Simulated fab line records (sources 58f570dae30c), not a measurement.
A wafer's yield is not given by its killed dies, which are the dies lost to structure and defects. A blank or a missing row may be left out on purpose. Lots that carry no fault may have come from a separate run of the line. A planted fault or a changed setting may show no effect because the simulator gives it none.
The same fault as seen by 2 desks -- flow berkeley-cmos170 -- every desk sees just its own numbers, and what lay behind them comes last

METROLOGY DESK
Means of the sampled wafers that have a number, per lot and without regard to the tool the lot ran on: this is what the gauges read. The brackets show how far a lot's mean lies from the usual mean; more than 4 standard deviations puts the lot out of limits, marked OUT.
Columns: A = START_OXIDE_THK at UCB170_START_THK_MEAS_03, usual 20.0 nm; B = NWELL_TW at UCB170_NWELL_TW_MEAS_16, usual 1246; C = PWELL_NITRIDE_THK at UCB170_PWELL_THK_MEAS_06, usual 220.7 nm; D = WELLDRIVE_OXIDE_THK at UCB170_WELLDRIVE_THK_MEAS_02, usual 199 nm
lot,first seen here,A,B,C,D
L102,day 1 12:50,19.9,1237,219.3,199
L103,day 1 21:16,19.7,1241,222.2,197
L104,day 2 01:39,20.3,1244,222.4,205
L105,day 2 07:15,20.3,1258,221.3,202
L106,day 2 11:41,20.2,1257,221.7,197
L108,day 2 20:41,20.2,1248,222.4,191
L111,day 3 11:37,20.0,1246,220.7,199
L112,day 3 18:42,19.4,1234,216.1,200
L113,day 3 18:42,19.4,1384 (+15) OUT,217.1,195
L114,day 4 05:11,20.1,1402 (+17) OUT,217.5,196
L121,day 5 10:57,19.8,1255,220.4,199
L120,day 5 10:58,20.1,1242,222.5,203
L122,day 5 20:24,20.2,1240,225.5,204
L125,day 6 12:31,19.8,1246,223.0,197
Finding of this desk: L113, L114 out of limits, first seen on L113 at day 4 17:20 (NWELL_TW at UCB170_NWELL_TW_MEAS_16). In limits: L102, L103, L104, L105, L106, L108, L111, L112, L121, L120, L122, L125.

DESK OF THE TOOL OWNER: implanter-02
The tool's own readings at UCB170_NWELL_IMPLANT_14, given as means over the sampled wafers that have a number, one for each lot that went through this tool. The brackets show how far a lot's mean lies from the usual mean; more than 4 standard deviations puts the lot out of limits, marked OUT.
Columns: A = beam-on-s at UCB170_NWELL_IMPLANT_14, usual 10.00 s; B = dose-ions-cm2 at UCB170_NWELL_IMPLANT_14, usual 9.999e+12; C = faraday-current-uA at UCB170_NWELL_IMPLANT_14, usual 31.7
lot,first seen here,A,B,C
L103,day 2 20:18,9.99,1.000e+13,31.8
L105,day 3 04:53,9.77,9.987e+12,32.4
L111,day 4 10:47,9.99,9.990e+12,31.8
L113,day 4 17:05,9.96,1.420e+13 (+99 or more) OUT,45.3 (+22) OUT
L114,day 5 00:12,9.94,1.420e+13 (+99 or more) OUT,45.3 (+22) OUT
Finding of this desk: L113, L114 out of limits; the first was L113 at day 4 17:05, on dose-ions-cm2 at UCB170_NWELL_IMPLANT_14. In limits: L103, L105, L111.

BROUGHT TOGETHER
The tool owner's desk could have raised an alarm at day 4 17:05, on L113, L114.
L113, L114 would have let the metrology desk raise an alarm at day 4 17:20.
Every lot named ran UCB170_NWELL_IMPLANT_14 on implanter-02.

WHAT THE SIMULATOR PUT IN
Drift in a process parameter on implanter-02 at UCB170_NWELL_IMPLANT_14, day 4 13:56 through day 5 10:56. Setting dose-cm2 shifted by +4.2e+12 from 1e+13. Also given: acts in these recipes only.
Lots struck among those shown: L113, L114.
Delay (hours) between the fault's onset and each desk's first out-of-limits reading: 3 at the tool owner's desk, 3 at the metrology desk.
